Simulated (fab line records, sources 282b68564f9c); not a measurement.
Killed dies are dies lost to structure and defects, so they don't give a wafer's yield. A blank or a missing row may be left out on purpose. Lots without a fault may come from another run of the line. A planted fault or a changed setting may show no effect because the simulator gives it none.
fab line records | flow rit_cmos
record lots=6 wafers=18 last_day=7
route steps=202 shown PRETRO@72 GATE@75 FOX2@80 REOX@98 NLDD@103 SDANNEAL@155 M1@202
lots that met no fault: from a run of the same line without faults
start_h: hours from the record's first day to the start of the lot's first wafer shown | wait_h: hours since the lot's step before | " the same as in the row above | L1.1+2: a row that stands for several wafers | - no value, or no start given | * or withheld: withheld | < > ~ a bound
route shown NAME@n: a module of which the file shows steps, and the number in the route of the first | usual: mean/standard deviation of fault-free wafers | same: alike in all rows | chamber/n: place in a boat | sites: the reading at each site | _std_site: their standard deviation | _edge_site: outer sites' mean less inner sites' | radius_mm: how far each site lies from the wafer's centre | mask NAME#n: copy n | behind: the tool/chamber that last shaped the wafer | hold: why the lot was held/for how many hours/how that ended | device: the transistor (n, p or np) that didn't switch | end of line: the same wafers' tests at the end of the route | a step without rows: its recipe alone | killed: dies lost to structure and defects at the first sort, not the wafer's yield | map: a wafer's dies, x killed, . not, _ none there
set.NAME: the setting as run; set.NAME@STEP: as run at that earlier step | model.NAME: the simulator's own value behind a step, which no gauge read
lots at some steps of the route; a table a step, a row a wafer
services: from which hour (start_h, from the record's first day; less than 0 if before it) a tool's chamber was out of use, for how many hours, and why
## steps
# step RIT_PRETRO_IMPLANT_08
# recipe species=B energy_kev=45 dose_cm2=1.2e+13 tilt_deg=7
# step RIT_PRETRO_STRIP_09
# recipe chemistry=O2 time_s=180 resist=NOVOLAK platen_temp_c=withheld power_w=500 pressure_mtorr=4000 o2_flow_sccm=4000
# usual drypump_motor_current_A=5.9/0.36 o2_flow_sccm=4001/11
# columns lot.wafer tool chamber start_h wait_h drypump_motor_current_A o2_flow_sccm rf_hours_counter_h
L307.1 plasma_asher-01 0 37.44 0.1 5.6 4001 37
L307.2 " 1 " " 5.7 3990 37
L307.4 " 1 " " 5.7 3994 -
L311.2 plasma_asher-01 1 61.53 0.1 5.7 3989 39
L311.4 " 0 " " 5.6 4007 -
L311.5 " 0 " " 5.6 4026 -
L321.1 plasma_asher-03 0 102.93 0.1 5.7 4011 44
L321.3 " 0 " " 5.7 4015 -
L321.5 " 0 " " 5.7 4008 -
L324.3 plasma_asher-04 1 116.80 0.2 6.6 4000 -
L324.5 " 0 " " 5.7 3993 -
L324.6 " 1 " " 6.6 4012 -
L329.1 plasma_asher-03 0 146.06 0.1 5.6 3998 50
L329.2 " 1 " " 6.0 3999 50
L329.3 " 0 " " 5.7 4003 -
L330.2 plasma_asher-03 0 151.12 0.1 5.6 4007 50
L330.3 " 0 " " 5.7 3983 -
L330.4 " 1 " " 6.0 4005 -
# step RIT_PRETRO_TW_MEAS_10
# usual PRETRO_TW=475/6.2
# columns lot.wafer tool chamber start_h wait_h PRETRO_TW
L307.1 film_metro-03 - 37.62 0.1 475
L307.2 " - " " 475
L307.4 " - " " 474
L311.2 film_metro-02 - 61.71 0.1 462
L311.4 " - " " 466
L311.5 " - " " 465
L321.1 film_metro-02 - 103.11 0.1 466
L321.3 " - " " 470
L321.5 " - " " 465
L324.3 film_metro-04 - 116.94 0.1 471
L324.5 " - " " 474
L324.6 " - " " 474
L329.1 film_metro-03 - 146.23 0.1 483
L329.2 " - " " 483
L329.3 " - " " 482
L330.2 film_metro-02 - 151.30 0.1 465
L330.3 " - " " 462
L330.4 " - " " 462
# step RIT_GATE_WET_ETCH_00
# recipe chemistry=BOE target=SiO2 target_depth_nm=56 time_s=60 dry=n2_spin dilution=10:1 temp_c=21.5
# step RIT_GATE_CLEAN_01
# recipe chemistry=SC1 mix=3:3:50 time_s=600 temp_c=75
# step RIT_GATE_CLEAN_02
# recipe chemistry=dHF dilution=50:1 time_s=30
# step RIT_GATE_CLEAN_03
# recipe chemistry=SC2 mix=3:3:50 time_s=600 temp_c=75 dry=n2_spin
# step RIT_GATE_CLEAN_04
# recipe chemistry=dHF dilution=50:1 time_s=60 dry=n2_spin
# step RIT_FOX2_THK_MEAS_91
# recipe reads=SiO2_of_FOX2_OXIDATION_00
# usual FIELD_OXIDE_LEFT_2_THK=255/6.2
# columns lot.wafer tool chamber start_h wait_h FIELD_OXIDE_LEFT_2_THK[nm]
L307.1 film_metro-04 - 38.11 0.0 242
L307.2 " - " " 245
L307.4 " - " " 248
L311.2 film_metro-01 - 62.19 0.0 265
L311.4 " - " " 253
L311.5 " - " " 261
L321.1 film_metro-02 - 103.62 0.0 244
L321.3 " - " " 243
L321.5 " - " " 241
L324.3 film_metro-04 - 117.43 0.0 261
L324.5 " - " " 262
L324.6 " - " " 261
L329.1 film_metro-04 - 146.71 0.0 253
L329.2 " - " " 253
L329.3 " - " " 251
L330.2 film_metro-04 - 151.80 0.0 255
L330.3 " - " " 257
L330.4 " - " " 257
# step RIT_GATE_OXIDATION_05
# recipe temp_c=900 ambient=O2 target_thk_a=30 ox_time_s=270
# step RIT_GATE_ANNEAL_06
# recipe temp_c=900 time_s=600 ambient=N2O
# step RIT_GATE_THK_MEAS_07
# recipe reads=SiO2_of_GATE_OXIDATION_05
# usual GATE_OXIDE_THK=2.98/0.058
# columns lot.wafer tool chamber start_h wait_h GATE_OXIDE_THK[nm]
L307.1 film_metro-04 - 45.12 0.0 2.95
L307.2 " - " " 2.89
L307.4 " - " " 3.04
L311.2 film_metro-04 - 63.58 0.0 3.00
L311.4 " - " " 3.03
L311.5 " - " " 3.02
L321.1 film_metro-02 - 105.04 0.0 2.96
L321.3 " - " " 3.07
L321.5 " - " " 3.03
L324.3 film_metro-01 - 118.81 0.0 2.98
L324.5 " - " " 2.92
L324.6 " - " " 2.94
L329.1 film_metro-04 - 148.09 0.0 3.09
L329.2 " - " " 3.06
L329.3 " - " " 3.10
L330.2 film_metro-01 - 153.30 0.0 3.01
L330.3 " - " " 3.10
L330.4 " - " " 3.05
# step RIT_GATE_CVD_08
# recipe material=poly-Si target_thk_nm=250 temp_c=610 precursor=SiH4 time_s=2220 pressure_mtorr=300 sih4_flow_sccm=100
# usual pressure_mtorr=299.8/0.64 sih4_flow_sccm=100.00/0.27
# columns lot.wafer tool chamber start_h wait_h pressure_mtorr sih4_flow_sccm model.poly-Si_of_GATE_CVD_08.thk_nm
L307.1 lpcvd-01 0 46.34 1.2 299.5 100.18 247.9
L307.2 " 0 " " 300.6 100.03 248
L307.4 " 0 " " 300.2 100.18 244.8
L311.2 lpcvd-01 0 63.63 0.0 299.0 100.08 253.3
L311.4 " 0 " " 299.4 100.02 252.7
L311.5 " 0 " " 298.6 100.03 251.1
L321.1 lpcvd-01 1 105.10 0.1 450.1 99.55 307.3
L321.3 " 1 " " 450.3 100.26 306.4
L321.5 " 1 " " 450.4 99.83 305.8
L324.3 lpcvd-01 1 118.85 0.0 449.5 100.33 306.9
L324.5 " 1 " " 450.7 100.23 304.5
L324.6 " 1 " " 449.3 100.12 308.2
L329.1 lpcvd-02 1 148.53 0.4 300.2 100.03 250
L329.2 " 1 " " 299.8 100.49 249.7
L329.3 " 1 " " 300.2 99.77 249.4
L330.2 lpcvd-02 0 153.35 0.0 299.2 99.74 250.8
L330.3 " 0 " " 300.1 100.48 252.8
L330.4 " 0 " " 299.9 99.71 252.4
# step RIT_GATE_THK_MEAS_09
# recipe reads=poly-Si_of_GATE_CVD_08
# usual GATE_POLY_THK=249.8/2.5
# columns lot.wafer tool chamber start_h wait_h GATE_POLY_THK[nm]
L307.1 film_metro-04 - 47.96 0.0 248.0
L307.2 " - " " 248.1
L307.4 " - " " 244.9
L311.2 film_metro-04 - 65.25 0.0 253.4
L311.4 " - " " 252.7
L311.5 " - " " 251.0
L321.1 film_metro-04 - 106.71 0.0 307.6
L321.3 " - " " 306.3
L321.5 " - " " 306.0
L324.3 film_metro-02 - 120.49 0.0 306.8
L324.5 " - " " 304.4
L324.6 " - " " 308.2
L329.1 film_metro-04 - 150.15 0.0 250.1
L329.2 " - " " 249.7
L329.3 " - " " 249.2
L330.2 film_metro-02 - 154.98 0.0 250.8
L330.3 " - " " 252.9
L330.4 " - " " 252.5
# step RIT_GATE_HMDS_10
# recipe prime_time_s=60 prime_temp_c=140
# step RIT_GATE_COAT_11
# recipe resist=NOVOLAK spin_rpm=4250 resist_thk_nm=850
# step RIT_GATE_SOFTBAKE_12
# recipe resist=NOVOLAK temp_c=90 time_s=60
# step RIT_GATE_EXPOSE_13
# recipe mask_id=M6 na=0.6 source_shape=conventional sigma_outer=0.6 target_cd_nm=150 dose_mj=380
# step RIT_GATE_PEB_14
# recipe resist=NOVOLAK temp_c=withheld time_s=withheld
# step RIT_GATE_DEVELOP_15
# recipe resist=NOVOLAK develop_time_s=50 dev_temp_c=23
# step RIT_GATE_CD_MEAS_16
# recipe target_cd_nm=150
# usual cd_nm=148/3
# columns lot.wafer tool chamber start_h wait_h cd_nm
L307.1 cd_sem-02 - 48.87 - 144
L307.2 " - " " 147
L307.4 " - " " 147
L311.2 cd_sem-02 - 66.37 - 148
L311.4 " - " " 148
L311.5 " - " " 149
L321.1 cd_sem-01 - 107.69 - 145
L321.3 " - " " 144
L321.5 " - " " 146
L324.3 cd_sem-01 - 121.55 - 148
L324.5 " - " " 147
L324.6 " - " " 147
L329.1 cd_sem-01 - 151.10 - 152
L329.2 " - " " 153
L329.3 " - " " 151
L330.2 cd_sem-01 - 156.03 - 148
L330.3 " - " " 150
L330.4 " - " " 152
# step RIT_GATE_OVL_MEAS_17
# usual GATE_OVL=0.6/1.5
# columns lot.wafer tool chamber start_h wait_h GATE_OVL[nm]
L307.1 overlay-02 - 48.99 0.1 1.4
L307.2 " - " " -0.4
L307.4 " - " " -0.6
L311.2 overlay-01 - 66.48 0.1 4.1
L311.4 " - " " 1.7
L311.5 " - " " 3.0
L321.1 overlay-02 - 107.81 0.1 3.1
L321.3 " - " " 2.7
L321.5 " - " " 2.7
L324.3 overlay-02 - 121.64 0.1 1.5
L324.5 " - " " 0.4
L324.6 " - " " 0.4
L329.1 overlay-02 - 151.22 0.1 1.5
L329.2 " - " " 0.7
L329.3 " - " " 0.1
L330.2 overlay-01 - 156.13 0.1 0.6
L330.3 " - " " 0.6
L330.4 " - " " -0.6
# step RIT_GATE_HARDBAKE_18
# recipe resist=NOVOLAK temp_c=140 time_s=60
# step RIT_GATE_ETCH_19
# recipe chemistry=SF6/CHF3/O2 time_s=165 SF6_flow_sccm=30 CHF3_flow_sccm=30 O2_flow_sccm=5 target=poly-Si pressure_mtorr=40 rf_w=160 target_depth_a=3125 over_etch_frac=0.25 stop_on=SiO2
# usual drypump_motor_current_A=5.97/0.28 oes_product_au=0.850/0.011 throttle_valve_pct=10.25/0.14
# columns lot.wafer tool chamber start_h wait_h drypump_motor_current_A oes_product_au rf_hours_counter_h throttle_valve_pct model.GATE.feature_depth_nm model.etch.depth_nm
L307.1 rie_si-02 2 49.18 0.1 5.67 0.848 1 10.30 247.9 247.9
L307.2 " 1 " " 5.92 0.834 39 10.41 248 248
L307.4 " 0 " " 6.17 0.841 77 10.25 244.8 244.8
L311.2 rie_si-02 0 66.66 0.1 6.18 0.851 77 10.25 253.3 253.3
L311.4 " 0 " " 6.13 0.857 - 10.25 252.7 252.7
L311.5 " 1 " " 5.95 0.846 - 10.40 251.1 251.1
L321.1 rie_si-02 3 108.00 0.1 6.12 0.991 0 10.44 307.2 307.2
L321.3 " 1 " " 5.89 0.973 40 10.41 306.4 306.4
L321.5 " 1 " " 5.93 0.964 - 10.42 305.8 305.8
L324.3 rie_si-01 3 121.81 0.1 5.45 0.985 111 10.05 306.9 306.9
L324.5 " 2 " " 6.31 0.969 - 10.23 304.5 304.5
L324.6 " 3 " " 5.45 0.998 - 10.06 308.2 308.2
L329.1 rie_si-02 2 151.41 0.1 5.67 0.856 2 10.27 250 250
L329.2 " 0 " " 6.14 0.836 78 10.25 249.7 249.7
L329.3 " 3 " " 6.08 0.849 1 10.44 249.4 249.4
L330.2 rie_si-01 1 156.31 0.1 5.80 0.850 0 10.28 250.8 250.8
L330.3 " 0 " " 6.12 0.851 55 9.98 252.8 252.8
L330.4 " 2 " " 6.30 0.846 4 10.22 252.4 252.4
# step RIT_GATE_STRIP_20
# recipe chemistry=O2 time_s=180 resist=NOVOLAK platen_temp_c=withheld power_w=500 pressure_mtorr=4000 o2_flow_sccm=4000
# usual drypump_motor_current_A=5.82/0.24 o2_flow_sccm=4001/12
# columns lot.wafer tool chamber start_h wait_h drypump_motor_current_A o2_flow_sccm rf_hours_counter_h
L307.1 plasma_asher-03 0 49.29 0.1 5.65 3999 37
L307.2 " 1 " " 5.99 4001 37
L307.4 " 0 " " 5.66 4002 -
L311.2 plasma_asher-03 0 66.77 0.1 5.67 4014 39
L311.4 " 1 " " 5.99 3999 -
L311.5 " 1 " " 6.01 3985 -
L321.1 plasma_asher-03 0 108.10 0.1 5.69 4011 45
L321.3 " 0 " " 5.67 3997 -
L321.5 " 1 " " 5.96 4003 -
L324.3 plasma_asher-01 1 121.98 0.1 5.73 4013 -
L324.5 " 1 " " 5.72 4012 -
L324.6 " 0 " " 5.60 4007 -
L329.1 plasma_asher-02 0 151.52 0.1 6.37 4008 39
L329.2 " 1 " " 5.70 3992 39
L329.3 " 1 " " 5.72 4008 -
L330.2 plasma_asher-02 1 156.42 0.1 5.62 3999 40
L330.3 " 1 " " 5.63 3981 -
L330.4 " 0 " " 6.37 3989 -
# step RIT_GATE_CD_MEAS_90
# recipe target_cd_nm=150
# usual cd_nm=148/3
# columns lot.wafer tool chamber start_h wait_h cd_nm
L307.1 cd_sem-01 - 49.46 0.1 144
L307.2 " - " " 147
L307.4 " - " " 147
L311.2 cd_sem-01 - 66.96 0.1 149
L311.4 " - " " 148
L311.5 " - " " 150
L321.1 cd_sem-02 - 108.28 0.1 145
L321.3 " - " " 144
L321.5 " - " " 146
L324.3 cd_sem-01 - 122.13 0.1 148
L324.5 " - " " 147
L324.6 " - " " 147
L329.1 cd_sem-02 - 151.69 0.1 152
L329.2 " - " " 154
L329.3 " - " " 151
L330.2 cd_sem-02 - 156.62 0.1 149
L330.3 " - " " 150
L330.4 " - " " 151
# step RIT_REOX_CLEAN_00
# recipe chemistry=SC1 mix=3:3:50 time_s=600 temp_c=75
# step RIT_REOX_CLEAN_01
# recipe chemistry=dHF dilution=50:1 time_s=30
# step RIT_REOX_CLEAN_02
# recipe chemistry=SC2 mix=3:3:50 time_s=600 temp_c=75 dry=n2_spin
# step RIT_REOX_OXIDATION_03
# recipe temp_c=900 ambient=O2 target_thk_a=252 ox_time_s=5580
# step RIT_REOX_THK_MEAS_04
# recipe reads=SiO2_of_REOX_OXIDATION_03
# usual REOX_OXIDE_THK=25.0/0.47
# columns lot.wafer tool chamber start_h wait_h REOX_OXIDE_THK[nm]
L307.1 film_metro-03 - 57.00 0.0 26.3
L307.2 " - " " 26.3
L307.4 " - " " 25.9
L311.2 film_metro-02 - 70.93 0.0 25.1
L311.4 " - " " 24.8
L311.5 " - " " 24.9
L321.1 film_metro-03 - 112.09 0.0 25.0
L321.3 " - " " 25.4
L321.5 " - " " 24.6
L324.3 film_metro-02 - 125.15 0.0 24.6
L324.5 " - " " 24.7
L324.6 " - " " 24.9
L329.1 film_metro-02 - 155.03 0.0 25.2
L329.2 " - " " 25.7
L329.3 " - " " 25.2
L330.2 film_metro-01 - 159.68 0.0 25.1
L330.3 " - " " 25.3
L330.4 " - " " 25.2
# step RIT_NLDD_HMDS_00
# recipe prime_time_s=60 prime_temp_c=140
# step RIT_NLDD_COAT_01
# recipe resist=NOVOLAK spin_rpm=3250 resist_thk_nm=1000
# step RIT_NLDD_SOFTBAKE_02
# recipe resist=NOVOLAK temp_c=90 time_s=60
# step RIT_NLDD_EXPOSE_03
# recipe mask_id=M7 na=0.57 target_cd_nm=40700 dose_mj=250
# step RIT_NLDD_PEB_04
# recipe resist=NOVOLAK temp_c=withheld time_s=withheld
# step RIT_NLDD_DEVELOP_05
# recipe resist=NOVOLAK develop_time_s=50 dev_temp_c=23
# step RIT_NLDD_OVL_MEAS_06
# usual NLDD_OVL=1.5/1.3
# columns lot.wafer tool chamber start_h wait_h NLDD_OVL[nm]
L307.1 overlay-01 - 58.03 - 1.4
L307.2 " - " " 0.2
L307.4 " - " " 1.0
L311.2 overlay-02 - 71.83 - 4.2
L311.4 " - " " 2.8
L311.5 " - " " 3.0
L321.1 overlay-01 - 113.06 - -0.4
L321.3 " - " " 2.3
L321.5 " - " " 2.1
L324.3 overlay-02 - 126.05 - 0.0
L324.5 " - " " 1.0
L324.6 " - " " 0.5
L329.1 overlay-02 - 156.19 - 2.0
L329.2 " - " " 2.0
L329.3 " - " " 1.1
L330.2 overlay-02 - 160.58 - -0.4
L330.3 " - " " 0.2
L330.4 " - " " 1.6
# step RIT_NLDD_HARDBAKE_07
# recipe resist=NOVOLAK temp_c=140 time_s=60
# step RIT_NLDD_IMPLANT_08
# recipe species=P energy_kev=20 dose_cm2=5e+14 tilt_deg=7
# step RIT_NLDD_STRIP_09
# recipe chemistry=O2 time_s=180 resist=NOVOLAK platen_temp_c=withheld power_w=500 pressure_mtorr=4000 o2_flow_sccm=4000
# usual drypump_motor_current_A=6.0/0.4 o2_flow_sccm=3999/11
# columns lot.wafer tool chamber start_h wait_h drypump_motor_current_A o2_flow_sccm rf_hours_counter_h
L307.1 plasma_asher-02 1 58.37 0.1 5.7 3997 27
L307.2 " 0 " " 6.3 3998 27
L307.4 " 0 " " 6.3 4004 -
L311.2 plasma_asher-04 0 72.16 0.1 5.7 3990 42
L311.4 " 1 " " 6.6 4004 -
L311.5 " 0 " " 5.8 4010 -
L321.1 plasma_asher-04 1 113.57 0.1 6.6 3982 47
L321.3 " 0 " " 5.7 3992 -
L321.5 " 1 " " 6.6 4003 -
L324.3 plasma_asher-02 0 126.44 0.1 6.3 4006 -
L324.5 " 1 " " 5.7 4012 -
L324.6 " 0 " " 6.3 3995 -
L329.1 plasma_asher-04 0 156.52 0.1 5.7 3995 52
L329.2 " 1 " " 6.6 3997 52
L329.3 " 1 " " 6.7 3993 -
L330.2 plasma_asher-04 0 160.91 0.1 5.7 3998 52
L330.3 " 0 " " 5.7 4024 -
L330.4 " 1 " " 6.6 4008 -
# step RIT_NLDD_TW_MEAS_10
# usual NLDD_TW=2493/31
# columns lot.wafer tool chamber start_h wait_h NLDD_TW
L307.1 film_metro-01 - 58.54 0.1 2462
L307.2 " - " " 2461
L307.4 " - " " 2466
L311.2 film_metro-03 - 72.35 0.1 2519
L311.4 " - " " 2502
L311.5 " - " " 2524
L321.1 film_metro-04 - 113.74 0.1 2485
L321.3 " - " " 2488
L321.5 " - " " 2478
L324.3 film_metro-03 - 126.57 0.1 2524
L324.5 " - " " 2530
L324.6 " - " " 2536
L329.1 film_metro-04 - 156.70 0.1 2490
L329.2 " - " " 2479
L329.3 " - " " 2480
L330.2 film_metro-01 - 161.10 0.1 2466
L330.3 " - " " 2463
L330.4 " - " " 2457
# step RIT_SDANNEAL_CLEAN_02
# recipe chemistry=SC2 mix=3:3:50 time_s=600 temp_c=75 dry=n2_spin
# usual temp_c=74.99/0.12
# columns lot.wafer tool chamber start_h wait_h temp_c model.poly-Si_of_GATE_CVD_08.thk_nm
L307.1 wet_bench-01 0 66.16 0.0 74.87 160.4
L307.2 " 0 " " 74.99 162.2
L307.4 " 0 " " 75.01 158.1
L311.2 wet_bench-03 3 81.06 0.0 74.80 167.6
L311.4 " 3 " " 74.86 165.7
L311.5 " 3 " " 74.88 164.3
L321.1 wet_bench-04 2 121.03 0.0 74.92 219.1
L321.3 " 2 " " 75.06 218.8
L321.5 " 2 " " 74.86 218
L324.3 wet_bench-03 1 133.95 0.0 75.09 219.5
L324.5 " 1 " " 75.04 217.5
L324.6 " 1 " " 74.84 221.7
L329.1 wet_bench-04 3 164.86 0.0 75.02 163.8
L329.2 " 3 " " 74.85 163.8
L329.3 " 3 " " 74.95 162.7
L330.2 wet_bench-03 1 168.59 0.0 74.98 163.3
L330.3 " 1 " " 75.08 166.6
L330.4 " 1 " " 75.08 165.3
# step RIT_M1_PROBE_99
# columns lot.wafer tool chamber start_h wait_h model.etest.pmos_turned.r_on_ohm_um model.etest.nmos_0p3.r_on_ohm_um model.etest.nmos_turned.drive_ua_um model.etest.pmos_turned.drive_ua_um model.etest.nmos_0p15.drive_ua_um model.etest.nmos_narrow.drive_ua_um model.etest.nmos_0p3.drive_ua_um model.etest.poly_comb_over_steps.over_limit
L307.1 prober-01 - 75.25 0.1 3610 2154 321.6 177.2 494.4 235.9 233.5 0
L307.2 prober-01 - 75.30 0.1 3602 2127 317.9 174.5 483.9 237 232.1 0
L307.4 prober-01 - 75.40 0.2 3597 2141 327.9 178.3 480.7 232 228.6 0
L311.2 prober-01 - 89.28 0.1 3429 2156 329.4 187.3 479.9 221.6 226.3 0
L311.4 prober-01 - 89.38 0.2 3431 2156 332.7 189.2 473.3 221.8 223.9 0
L311.5 prober-01 - 89.43 0.2 3461 2163 327.9 188.3 468.1 221.7 225.9 0
L321.1 prober-01 - 128.78 0.1 3882 2168 268.4 151.7 486.1 230.9 220.6 1
L321.3 prober-01 - 128.88 0.2 3915 2180 262.2 147.4 480.8 230.5 221.9 1
L321.5 prober-01 - 128.98 0.2 3793 2162 274.3 156.8 483 227.3 222.2 1
L324.3 prober-02 - 141.87 0.2 3852 2221 235.2 154 448.8 217.6 217.6 1
L324.5 prober-02 - 141.97 0.2 3819 2208 239.2 154.4 450.7 215.3 217.4 1
L324.6 prober-02 - 142.02 0.2 3912 2232 232 149.3 446.3 213.4 215.2 1
L329.1 prober-01 - 174.23 0.1 3537 2160 332.4 183.9 462.8 222.5 219.8 0
L329.2 prober-01 - 174.28 0.1 3635 2166 320.6 176.5 453 224.3 220.4 0
L329.3 prober-01 - 174.33 0.2 3490 2166 335.9 186.8 464.7 222.2 221.1 0
L330.2 prober-02 - 176.36 0.1 3297 2147 332.5 198.2 481 227.6 223.7 0
L330.3 prober-02 - 176.41 0.2 3426 2191 318.1 192.2 464.2 217.3 216.2 0
L330.4 prober-02 - 176.46 0.2 3423 2153 320.9 191.6 461.2 222.1 224.6 0
# killed by level:class
L307.1 REOX:geometric_particle:short=2 SILICIDE:geometric_particle:open=2 FOX1:geometric_particle:open=1 GATE:geometric_particle:open=1 REOX:geometric_particle:open=1 SILICIDE:geometric_particle:short=1
L307.2 FOX2:geometric_particle:open=1
L307.4 GATE:geometric_particle:short=3 FOX2:geometric_particle:open=1 REOX:geometric_particle:short=1 SILICIDE:geometric_particle:open=1
L311.2 SPACER:geometric_particle:open=2 GATE:geometric_particle:short=1 SPACER:geometric_particle:short=1 CONTACT:geometric_particle:open=1
L311.4 GATE:geometric_particle:open=2 SILICIDE:geometric_particle:open=2 GATE:geometric_particle:short=1 REOX:geometric_particle:open=1
L311.5 FOX1:geometric_particle:short=2 GATE:geometric_particle:open=2 GATE:geometric_particle:short=2 REOX:geometric_particle:open=2 SPACER:geometric_particle:open=2 FOX1:geometric_particle:open=1 REOX:geometric_particle:short=1 SILICIDE:geometric_particle:open=1
L329.1 FOX1:geometric_particle:short=1 GATE:geometric_particle:short=1 GATE:geometric_particle:open=1
L329.2 GATE:geometric_particle:open=2 GATE:geometric_particle:short=1 SPACER:geometric_particle:short=1 SILICIDE:geometric_particle:short=1 SILICIDE:geometric_particle:open=1
L329.3 GATE:geometric_particle:open=3 GATE:geometric_particle:short=2 REOX:geometric_particle:open=2 FOX2:geometric_particle:short=1 REOX:geometric_particle:short=1 SILICIDE:geometric_particle:short=1
L330.2 FOX1:geometric_particle:open=1 FOX2:geometric_particle:short=1 GATE:geometric_particle:short=1 SPACER:geometric_particle:open=1
L330.3 FOX2:geometric_particle:open=1 GATE:geometric_particle:short=1 GATE:geometric_particle:open=1
L330.4 GATE:geometric_particle:open=2 FOX2:geometric_particle:open=1
## services
# columns tool chamber start_h hours kind
lpcvd-01 - 24.17 0.5 repair
plasma_asher-03 - 43.92 2.2 repair
lpcvd-02 - 45.15 2.8 pm
plasma_asher-04 - 57.13 14.6 pm
rie_si-02 3 64.89 - clean
rie_si-02 3 64.89 15.9 scheduled_down
rie_si-02 3 64.89 15.9 vent_cycle
rie_si-01 0 67.43 24.0 repair
rie_si-01 3 74.38 10.1 repair
plasma_asher-01 - 80.55 13.0 repair
rie_si-01 1 91.48 - clean
rie_si-01 3 99.39 11.3 repair
wet_bench-03 - 103.50 1.9 pm
plasma_asher-01 - 108.75 9.0 pm
plasma_asher-01 0 108.75 9.0 vent_cycle
plasma_asher-01 1 108.75 9.0 vent_cycle
plasma_asher-01 0 117.75 - clean
plasma_asher-01 1 117.75 - clean
wet_bench-03 - 134.53 1.6 repair
rie_si-02 - 134.64 2.8 pm
plasma_asher-03 - 145.20 0.4 repair
rie_si-02 - 156.67 2.0 repair
plasma_asher-04 - 157.55 2.8 pm
lpcvd-02 - 163.10 0.5 repair
## key
first_sign step=RIT_GATE_CVD_08 reading=pressure_mtorr direction=up sigmas=99+ usual=299.8 struck=450.1
effect step=RIT_GATE_THK_MEAS_09 reading=GATE_POLY_THK direction=up sigmas=23 usual=249.8 struck=306.5
effect step=RIT_GATE_ETCH_19 reading=oes_product_au direction=up sigmas=11 usual=0.850 struck=0.980
model_effect step=RIT_GATE_CVD_08 value=poly-Si_of_GATE_CVD_08.thk_nm without=250.3 struck=306.5
model_effect step=RIT_GATE_ETCH_19 value=GATE.feature_depth_nm without=250.3 struck=306.5
model_effect step=RIT_SDANNEAL_CLEAN_02 value=poly-Si_of_GATE_CVD_08.thk_nm without=162.9 struck=219.1
model_effect step=RIT_M1_PROBE_99 value=etest.pmos_turned.r_on_ohm_um without=3298 struck=3862
met_at RIT_GATE_CVD_08
struck_wafers L321.1,L321.3,L321.5,L324.3,L324.5,L324.6
sort_left_out L321.1,L321.3,L321.5,L324.3,L324.5,L324.6
tester_left_out L321,L324
fault kind=process_parameter_drift tool=lpcvd-01 chamber=1 onset_h=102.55 steps=RIT_GATE_CVD_08 channel=pressure_mtorr offset=150 shape=step end_h=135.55 acts_in=these_recipes_only stated=300
# tester_left_out: of these lots the tester's yield and bins aren't shown, on N5 and GAA mostly nor the transistor test; their killed dies are dies lost to structure and defects alone, not to doping, threshold or leakage, so they don't give the yield
# sort_left_out: the simulated sort isn't trusted on such a fault, so these wafers' sort isn't shown, and their yield isn't known
